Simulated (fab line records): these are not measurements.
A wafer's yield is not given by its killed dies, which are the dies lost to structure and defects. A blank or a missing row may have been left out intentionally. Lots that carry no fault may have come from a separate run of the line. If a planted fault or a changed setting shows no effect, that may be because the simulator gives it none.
Which tool did it? -- flow berkeleyCmos170 -- 7 lots with 21 wafers sampled at 2 steps, on a route of 331 steps

WHAT THE GAUGES SHOWED, per wafer
UCB170_SDANNEAL_RS_MEAS_05: a four-point-probe measurement.
lot,measured,on,NLDD_RS (ohm/sq)
L184,day 9 06:55,filmMetro-04,615.9 616.8 615.9
L186,day 9 16:58,filmMetro-04,618.3 619.1 616.8
L189,day 10 11:06,filmMetro-04,695.7 693.5 694.4
L194,day 11 02:59,filmMetro-04,619.5 618.7 620.8
L200,day 11 15:50,filmMetro-04,616.4 616.5 616.6
L202,day 12 01:56,filmMetro-04,616.5 616.9 617.1
L203,day 12 15:46,filmMetro-03,616.7 617.4 615.2

TOOL THAT RAN EACH LOT (tool first, then ch and the chambers of the sampled wafers, then the start)
lot,UCB170_NLDD_IMPLANT_08
L184,"implanter-03 ch 0, day 8 15:35"
L186,"implanter-02 ch 0, day 9 04:02"
L189,"implanter-03 ch 0, day 9 23:34"
L194,"implanter-04 ch 0, day 10 11:10"
L200,"implanter-02 ch 0, day 11 01:58"
L202,"implanter-04 ch 0, day 11 10:55"
L203,"implanter-04 ch 0, day 12 00:17"
- UCB170_NLDD_IMPLANT_08

THE ANSWER, worked out from the rows above alone
Rule: usual is defined by the lots themselves. The widest of any qualifying gaps counts: lots, ordered by their means at a reading, are off when they make up no more than a third of the lots, leave a main group of 4 or more, and stand apart from it by 3 or more times the standard deviation of that group's means. A main group is skipped when, at the precision printed for the reading in the tables above, its means are all equal. A lot without any number at a reading at which 4 lots or more have one is off too. The other lots that the step has rows for count as sound.
Off: L189, at UCB170_SDANNEAL_RS_MEAS_05 (NLDD_RS). Main group: mean 617.3 ohm/sq, sd 1.2.
A tool fits if, at a process step before that reading, it ran every lot that is off, and no sound lot after the first of them. Gauges at UCB170_SDANNEAL_RS_MEAS_05: tried the same way as those tools. One fits: UCB170_NLDD_IMPLANT_08 on implanter-03. Its last sound lot is L184 (day 8 15:35), its first lot that is off L189 (day 9 23:34): a fault that began between those two fits.

WHAT THE SIMULATOR HAD PUT IN
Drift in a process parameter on implanter-03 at UCB170_NLDD_IMPLANT_08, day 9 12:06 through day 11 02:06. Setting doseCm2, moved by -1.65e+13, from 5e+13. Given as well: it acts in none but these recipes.
Lots struck among those shown: L189. The rule above found the same.
